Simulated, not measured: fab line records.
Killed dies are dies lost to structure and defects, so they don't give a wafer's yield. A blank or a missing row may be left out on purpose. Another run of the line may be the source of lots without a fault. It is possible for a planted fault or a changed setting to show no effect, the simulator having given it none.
fab line records	flow rit_cmos
[record] lots = 6	wafers = 18	last_day = 7
route steps=202 shown ACTIVE@18 FOX1@20 FOX2@23 NWELL@28 M1@202
lots that met no fault: from a run of the same line without faults
start_h: start of the lot's first displayed wafer, in hours after the record's first day	wait_h: how many hours have passed since the lot's step before this one	" as in the row above	L1.1+2: a single row standing in for several wafers	- either no value or no given start	* or withheld: withheld	< > ~ a bound
route shown NAME@n: NAME is a module with steps in the file, n the number in the route of the first one	usual: the fault-free wafers' mean and standard deviation	same: alike in all rows	chamber/n: place in a boat	sites: each site's reading	_std_site: standard deviation of those values	_edge_site: inner sites' mean taken away from outer sites' mean	radius_mm: how far each site lies from the wafer's centre	mask NAME#n: copy n	behind: the last tool/chamber to shape the wafer	hold: why the lot was held/for how many hours/how that ended	device: the transistor (n, p or np) that didn't switch	end of line: tests run on the same wafers once the route is complete	step lacking rows: just its recipe	killed: dies lost to structure and defects at the first sort, not the wafer's yield	map: the dies of a wafer, with x for killed, . for not killed, _ for no die there
set.NAME: the setting as run; set.NAME@STEP: as run at that earlier step	model.NAME: the simulator's own value behind a step, which no gauge read
lots at some steps of the route; a table a step, a row a wafer
[[steps]]
[step RIT_ACTIVE_CLEAN_16]
[recipe] chemistry = dHF	dilution = 50:1	time_s = 30
[step RIT_ACTIVE_CLEAN_17]
[recipe] chemistry = SC2	mix = 3:3:50	time_s = 600	temp_c = 75	dry = n2_spin
[step RIT_FOX1_OXIDATION_00]
[recipe] temp_c = 1100	ambient = H2O	target_thk_a = 3507	p_h2o_torr = 720	ox_time_s = 1130
[step RIT_FOX1_THK_MEAS_01]
[recipe] reads = SiO2_of_FOX1_OXIDATION_00
[usual] FOX1_OXIDE_THK = 352/5.6
lot.wafer	tool	chamber	start_h	wait_h	FOX1_OXIDE_THK[nm]
L757.2	film_metro-01	-	17.33	0.0	360
L757.4	"	-	"	"	356
L757.6	"	-	"	"	353
L758.3	film_metro-01	-	23.39	0.0	356
L758.5	"	-	"	"	350
L758.6	"	-	"	"	345
L763.1	film_metro-03	-	48.14	0.0	351
L763.5	"	-	"	"	348
L763.6	"	-	"	"	355
L767.1	film_metro-03	-	66.95	0.0	349
L767.5	"	-	"	"	341
L767.6	"	-	"	"	343
L774.2	film_metro-02	-	101.83	0.0	346
L774.4	"	-	"	"	353
L774.6	"	-	"	"	352
L779.3	film_metro-01	-	126.86	0.0	355
L779.4	"	-	"	"	361
L779.5	"	-	"	"	350
[step RIT_FOX1_WET_ETCH_02]
[recipe] chemistry = BOE	target_depth_nm = 350	time_s = 390	temp_c = 21.5	dry = n2_spin	dilution = 10:1	target = SiO2
[step RIT_FOX2_OXIDATION_00]
[recipe] temp_c = 1100	ambient = H2O	target_thk_a = 3507	p_h2o_torr = 720	ox_time_s = 1130
[step RIT_FOX2_THK_MEAS_01]
[recipe] reads = SiO2_of_FOX2_OXIDATION_00
[usual] FOX2_OXIDE_THK = 352/5.9
lot.wafer	tool	chamber	start_h	wait_h	FOX2_OXIDE_THK[nm]
L757.2	film_metro-01	-	18.82	0.0	356
L757.4	"	-	"	"	356
L757.6	"	-	"	"	359
L758.3	film_metro-03	-	25.12	0.0	354
L758.5	"	-	"	"	357
L758.6	"	-	"	"	355
L763.1	film_metro-03	-	49.63	0.0	347
L763.5	"	-	"	"	343
L763.6	"	-	"	"	350
L767.1	film_metro-03	-	68.46	0.0	363
L767.5	"	-	"	"	368
L767.6	"	-	"	"	361
L774.2	film_metro-01	-	103.38	0.0	345
L774.4	"	-	"	"	348
L774.6	"	-	"	"	344
L779.3	film_metro-04	-	128.39	0.0	348
L779.4	"	-	"	"	347
L779.5	"	-	"	"	345
[step RIT_FOX2_CLEAN_02]
[recipe] chemistry = dHF	dilution = 50:1	time_s = 180
[step RIT_FOX2_WET_ETCH_03]
[recipe] chemistry = H3PO4	target = Si3N4	target_depth_nm = 195	temp_c = 165	time_s = 2700
[step RIT_FOX2_THK_MEAS_90]
[recipe] reads = SiO2_of_FOX2_OXIDATION_00
[usual] FIELD_OXIDE_LEFT_1_THK = 324/5.8
lot.wafer	tool	chamber	start_h	wait_h	FIELD_OXIDE_LEFT_1_THK[nm]
L757.2	film_metro-03	-	19.70	0.0	328
L757.4	"	-	"	"	329
L757.6	"	-	"	"	332
L758.3	film_metro-03	-	26.12	0.0	327
L758.5	"	-	"	"	329
L758.6	"	-	"	"	328
L763.1	film_metro-04	-	50.51	0.0	320
L763.5	"	-	"	"	316
L763.6	"	-	"	"	323
L767.1	film_metro-03	-	69.41	0.0	336
L767.5	"	-	"	"	341
L767.6	"	-	"	"	334
L774.2	film_metro-03	-	104.26	0.0	318
L774.4	"	-	"	"	322
L774.6	"	-	"	"	317
L779.3	film_metro-03	-	129.32	0.0	320
L779.4	"	-	"	"	320
L779.5	"	-	"	"	317
[step RIT_NWELL_HMDS_00]
[recipe] prime_time_s = 60	prime_temp_c = 140
[step RIT_NWELL_COAT_01]
[recipe] resist = NOVOLAK	spin_rpm = 2000	resist_thk_nm = 1300
[step RIT_NWELL_SOFTBAKE_02]
[recipe] resist = NOVOLAK	temp_c = 90	time_s = 60
[usual] heater_power_total_W = 34.57/0.049	plate_temp_C = 90.01/0.13	resist_line_temp_C = 22.98/0.1
lot.wafer	tool	chamber	start_h	wait_h	heater_power_total_W	plate_temp_C	resist_line_temp_C
L757.2	litho_track-01	0	20.07	0.1	34.61	90.13	22.94
L757.4	"	0	"	"	34.58	90.05	22.83
L757.6	"	0	"	"	34.61	90.01	22.88
L758.3	litho_track-02	0	26.75	0.1	34.59	90.10	23.02
L758.5	"	0	"	"	34.49	90.09	23.03
L758.6	"	0	"	"	34.59	90.20	22.97
L763.1	litho_track-01	0	50.87	0.1	32.55	86.25	23.15
L763.5	"	0	"	"	32.65	86.59	23.09
L763.6	"	0	"	"	32.64	86.33	23.02
L767.1	litho_track-01	0	69.77	0.1	32.67	86.33	23.02
L767.5	"	0	"	"	32.60	86.54	22.91
L767.6	"	0	"	"	32.59	86.32	22.99
L774.2	litho_track-04	0	104.63	0.1	34.48	90.21	23.05
L774.4	"	0	"	"	34.62	90.22	22.98
L774.6	"	0	"	"	34.59	90.22	23.08
L779.3	litho_track-04	0	129.71	0.1	34.62	90.03	22.98
L779.4	"	0	"	"	34.61	89.96	23.09
L779.5	"	0	"	"	34.60	90.12	23.16
[step RIT_NWELL_EXPOSE_03]
[recipe] mask_id = M2	na = 0.57	target_cd_nm = 43900	dose_mj = 250
[step RIT_NWELL_PEB_04]
[recipe] resist = NOVOLAK	temp_c = withheld	time_s = withheld
[step RIT_NWELL_DEVELOP_05]
[recipe] resist = NOVOLAK	develop_time_s = 68	dev_temp_c = 23
[usual] resist_line_temp_C = 23.01/0.11
lot.wafer	tool	chamber	start_h	wait_h	resist_line_temp_C	model.NOVOLAK_of_NWELL_COAT_01.thk_nm
L757.2	litho_track-04	0	-	-	22.77	1307
L757.4	"	0	"	"	23.02	1312
L757.6	"	0	"	"	22.88	1307
L758.3	litho_track-02	0	-	-	23.11	1303
L758.5	"	0	"	"	23.19	1296
L758.6	"	0	"	"	23.34	1299
L763.1	litho_track-02	0	-	-	23.05	1317
L763.5	"	0	"	"	23.03	1312
L763.6	"	0	"	"	23.05	1317
L767.1	litho_track-01	0	-	-	23.08	1316
L767.5	"	0	"	"	23.23	1316
L767.6	"	0	"	"	23.01	1315
L774.2	litho_track-02	0	-	-	22.89	1298
L774.4	"	0	"	"	22.79	1299
L774.6	"	0	"	"	22.89	1300
L779.3	litho_track-04	0	-	-	23.01	1307
L779.4	"	0	"	"	22.84	1302
L779.5	"	0	"	"	23.05	1308
[step RIT_NWELL_OVL_MEAS_06]
[usual] NWELL_OVL = 0.9/1.5
lot.wafer	tool	chamber	start_h	wait_h	NWELL_OVL[nm]
L757.2	overlay-01	-	20.76	-	3.5
L757.4	"	-	"	"	2.7
L757.6	"	-	"	"	3.5
L758.3	overlay-01	-	27.42	-	3.4
L758.5	"	-	"	"	2.1
L758.6	"	-	"	"	3.5
L763.1	overlay-02	-	51.57	-	-1.2
L763.5	"	-	"	"	-1.6
L763.6	"	-	"	"	-0.4
L767.1	overlay-02	-	70.35	-	3.0
L767.5	"	-	"	"	1.4
L767.6	"	-	"	"	1.6
L774.2	overlay-01	-	105.19	-	0.9
L774.4	"	-	"	"	0.0
L774.6	"	-	"	"	1.8
L779.3	overlay-02	-	130.38	-	1.0
L779.4	"	-	"	"	1.6
L779.5	"	-	"	"	1.9
[step RIT_M1_PROBE_99]
[usual] killed_at_contacts = 0.1/0.32	killed_at_front_end = 7/3	killed_dies = 7/3	killed_open = 3.4/2.2	killed_short = 3.3/1.8
[same] gross_dies = 264	killed_at_M0_to_M3 = 0	killed_at_M4_up = 0	killed_at_back_side = 0	killed_at_other = 0
lot.wafer	tool	chamber	start_h	wait_h	killed_at_contacts	killed_at_front_end	killed_dies	killed_open	killed_short
L757.2	prober-01	-	58.53	0.1	0	5	5	3	2
L757.4	prober-01	-	58.63	0.2	0	5	5	3	2
L757.6	prober-01	-	58.73	0.2	0	6	6	3	3
L758.3	prober-02	-	64.46	0.2	0	6	6	3	3
L758.5	prober-02	-	64.56	0.2	0	4	4	1	3
L758.6	prober-02	-	64.61	0.2	0	7	7	3	4
L763.1	prober-01	-	87.62	0.1	0	11	11	7	4
L763.5	prober-01	-	87.82	0.2	0	11	11	4	7
L763.6	prober-01	-	87.87	0.2	0	8	8	5	3
L767.1	prober-01	-	106.70	0.1	0	4	4	0	4
L767.5	prober-01	-	106.90	0.2	0	4	4	2	2
L767.6	prober-01	-	106.95	0.2	1	3	4	2	2
L774.2	prober-02	-	142.13	0.1	0	9	9	5	4
L774.4	prober-02	-	142.23	0.2	0	12	12	6	6
L774.6	prober-02	-	142.33	0.2	0	5	5	1	4
L779.3	prober-01	-	165.86	0.2	0	5	5	2	3
L779.4	prober-01	-	165.91	0.2	0	9	9	4	5
L779.5	prober-01	-	165.96	0.2	0	6	6	2	4
// killed by level:class
L757.2 FOX1:geometric_particle:short=1 GATE:geometric_particle:short=1 GATE:geometric_particle:open=1 REOX:geometric_particle:open=1 SPACER:geometric_particle:open=1
L757.4 FOX1:geometric_particle:open=1 REOX:geometric_particle:short=1 REOX:geometric_particle:open=1 SPACER:geometric_particle:short=1 SILICIDE:geometric_particle:open=1
L757.6 FOX1:geometric_particle:open=2 FOX1:geometric_particle:short=1 FOX2:geometric_particle:open=1 GATE:geometric_particle:short=1 REOX:geometric_particle:short=1
L758.3 GATE:geometric_particle:short=2 SPACER:geometric_particle:open=2 GATE:geometric_particle:open=1 SILICIDE:geometric_particle:short=1
L758.5 FOX1:geometric_particle:short=1 GATE:geometric_particle:short=1 REOX:geometric_particle:open=1 SILICIDE:geometric_particle:short=1
L758.6 GATE:geometric_particle:short=2 FOX1:geometric_particle:open=1 REOX:geometric_particle:open=1 SPACER:geometric_particle:open=1 SPACER:geometric_particle:short=1 SILICIDE:geometric_particle:short=1
L763.1 GATE:geometric_particle:open=4 GATE:geometric_particle:short=2 FOX1:geometric_particle:open=1 FOX2:geometric_particle:open=1 REOX:geometric_particle:short=1 SPACER:geometric_particle:open=1 SPACER:geometric_particle:short=1
L763.5 GATE:geometric_particle:short=2 GATE:geometric_particle:open=2 SPACER:geometric_particle:open=2 SPACER:geometric_particle:short=2 FOX1:geometric_particle:short=1 FOX2:geometric_particle:short=1 REOX:geometric_particle:short=1
L763.6 GATE:geometric_particle:open=3 FOX1:geometric_particle:open=2 GATE:geometric_particle:short=2 SPACER:geometric_particle:short=1
L767.1 GATE:geometric_particle:short=2 FOX2:geometric_particle:short=1 SILICIDE:geometric_particle:short=1
L767.5 FOX2:geometric_particle:open=2 FOX1:geometric_particle:short=1 SILICIDE:geometric_particle:short=1
L767.6 REOX:geometric_particle:open=2 SPACER:geometric_particle:short=1 CONTACT:geometric_particle:short=1
L774.2 FOX1:geometric_particle:short=2 FOX2:geometric_particle:open=2 FOX1:geometric_particle:open=1 GATE:geometric_particle:open=1 GATE:geometric_particle:short=1 REOX:geometric_particle:short=1 SPACER:geometric_particle:open=1
L774.4 GATE:geometric_particle:open=5 GATE:geometric_particle:short=3 SILICIDE:geometric_particle:short=2 SPACER:geometric_particle:short=1 SILICIDE:geometric_particle:open=1
L774.6 GATE:geometric_particle:short=2 FOX1:geometric_particle:short=1 GATE:geometric_particle:open=1 REOX:geometric_particle:short=1
L779.3 FOX1:geometric_particle:short=3 FOX1:geometric_particle:open=1 GATE:geometric_particle:open=1
L779.4 REOX:geometric_particle:open=2 SILICIDE:geometric_particle:short=2 FOX1:geometric_particle:open=1 FOX1:geometric_particle:short=1 GATE:geometric_particle:short=1 REOX:geometric_particle:short=1 SILICIDE:geometric_particle:open=1
L779.5 GATE:geometric_particle:short=2 REOX:geometric_particle:short=1 SPACER:geometric_particle:open=1 SILICIDE:geometric_particle:open=1 SILICIDE:geometric_particle:short=1
[[key]]
[first_sign] step = RIT_NWELL_SOFTBAKE_02	reading = heater_power_total_W	direction = down	sigmas = 40	usual = 34.57	struck = 32.62
[effect] step = RIT_NWELL_SOFTBAKE_02	reading = plate_temp_C	direction = down	sigmas = 28	usual = *	struck = *
[model_effect] step = RIT_NWELL_DEVELOP_05	value = NOVOLAK_of_NWELL_COAT_01.thk_nm	without = 1302	struck = 1315
met_at RIT_NWELL_SOFTBAKE_02
struck_wafers L763.1,L763.5,L763.6,L767.1,L767.5,L767.6
tester_left_out L763,L767
onset_between 20.07 50.87
[fault] kind = process_parameter_drift	tool = litho_track-01	chamber = -	onset_h = 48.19	steps = RIT_NWELL_SOFTBAKE_02	channel = temp_c	offset = *	shape = step	end_h = 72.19	acts_in = *	stated = *
// tester_left_out: of these lots the tester's yield and bins aren't shown, on N5 and GAA mostly nor the transistor test; their killed dies are dies lost to structure and defects alone, not to doping, threshold or leakage, so they don't give the yield
